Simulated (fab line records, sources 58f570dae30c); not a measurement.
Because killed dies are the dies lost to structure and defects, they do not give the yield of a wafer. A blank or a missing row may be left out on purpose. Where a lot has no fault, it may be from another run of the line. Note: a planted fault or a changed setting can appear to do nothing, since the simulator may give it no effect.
The same fault as seen by 2 desks    flow berkeley-cmos170    what lay behind the numbers comes last; until then each desk has only its own

== METROLOGY DESK ==
Lot by lot, what the gauges showed, no matter which tool ran the lot: averages of those sampled wafers that carry a number. If a lot's mean is further than 4 standard deviations from the usual mean, the lot is out of limits and carries the mark OUT (the distance appears in the brackets).
Columns: A = PVT_OVL at UCB170_PVT_OVL_MEAS_06, usual -4 nm; B = cd-nm at UCB170_PLDD_CD_MEAS_06, usual 1200.4 nm; C = M2_OVL at UCB170_M2_OVL_MEAS_16, usual -4 nm; D = cd-nm at UCB170_M3_CD_MEAS_90, usual 699.0 nm
lot   first seen here  A    B       C    D
L862  day 5 22:57      -10  1199.6  -2   701.0
L864  day 6 07:41      -3   1199.6  -3   701.9
L865  day 6 19:11      -1   1200.6  -4   696.8
L869  day 7 00:32      -10  1201.4  0    702.9
L867  day 7 01:05      -3   1199.6  -6   701.4
L872  day 7 18:11      -11  1200.0  -15  697.1
L870  day 7 18:43      -6   1200.1  1    684.1 (-5.3) OUT
L878  day 8 22:58      0    1199.6  -8   693.5
L879  day 9 04:39      -5   1198.8  -13  696.6
L881  day 9 15:40      6    1201.0  6    696.2
L882  day 9 15:53      3    1200.7  -6   697.7
L884  day 10 01:23     -1   1201.5  -6   699.9
L885  day 10 01:39     -4   1201.2  -4   694.2
This desk finds L870 out of limits, L870 being first, at day 9 23:52 (cd-nm at UCB170_M3_CD_MEAS_90). Within limits: L862, L864, L865, L869, L867, L872, L878, L879, L881, L882, L884, L885.

== TOOL OWNER'S DESK, rie-metal-03 ==
The tool's own readings at UCB170_M3_METAL_ETCH_18 (etches Al in Cl2/BCl3, stops on SiO2, target depth 1170 nm, time 195 s): means of the sampled wafers that have a number, for each lot that ran on this tool. If a lot's mean is further than 4 standard deviations from the usual mean, the lot is out of limits and carries the mark OUT (the distance appears in the brackets).
Columns: A = drypump-motor-current-A at UCB170_M3_METAL_ETCH_18, usual 5.9 A; B = oes-product-au at UCB170_M3_METAL_ETCH_18, usual 0.856 a.u.; C = rf-fwd-power-W at UCB170_M3_METAL_ETCH_18, usual 598.3 W; D = throttle-valve-pct at UCB170_M3_METAL_ETCH_18, usual 24.50 %
lot   first seen here  A    B      C      D
L862  day 8 02:19      5.6  0.848  599.9  24.42
L864  day 8 13:33      5.6  0.843  599.5  24.42
L869  day 9 00:30      5.6  0.840  597.2  24.43
L867  day 9 01:34      5.7  0.844  601.0  24.42
L870  day 9 23:24      6.1  0.850  597.6  24.27
Result from this desk: across the 5 lots, nothing is out of limits.

== PUT TOGETHER ==
Metrology desk: alarm possible at day 9 23:52 on L870.
Nothing out of limits was seen by the tool owner's desk.
On record at the tool owner's desk: L870, within its limits.
UCB170_M3_METAL_ETCH_18 was run on rie-metal-03 by each of the lots named.

== WHAT WAS PUT IN BY THE SIMULATOR ==
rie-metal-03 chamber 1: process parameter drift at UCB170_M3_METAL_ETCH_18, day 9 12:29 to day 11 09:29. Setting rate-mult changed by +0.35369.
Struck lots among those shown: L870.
Per desk, hours elapsed from the start of the fault to the first reading out of limits: for the metrology desk, 11.
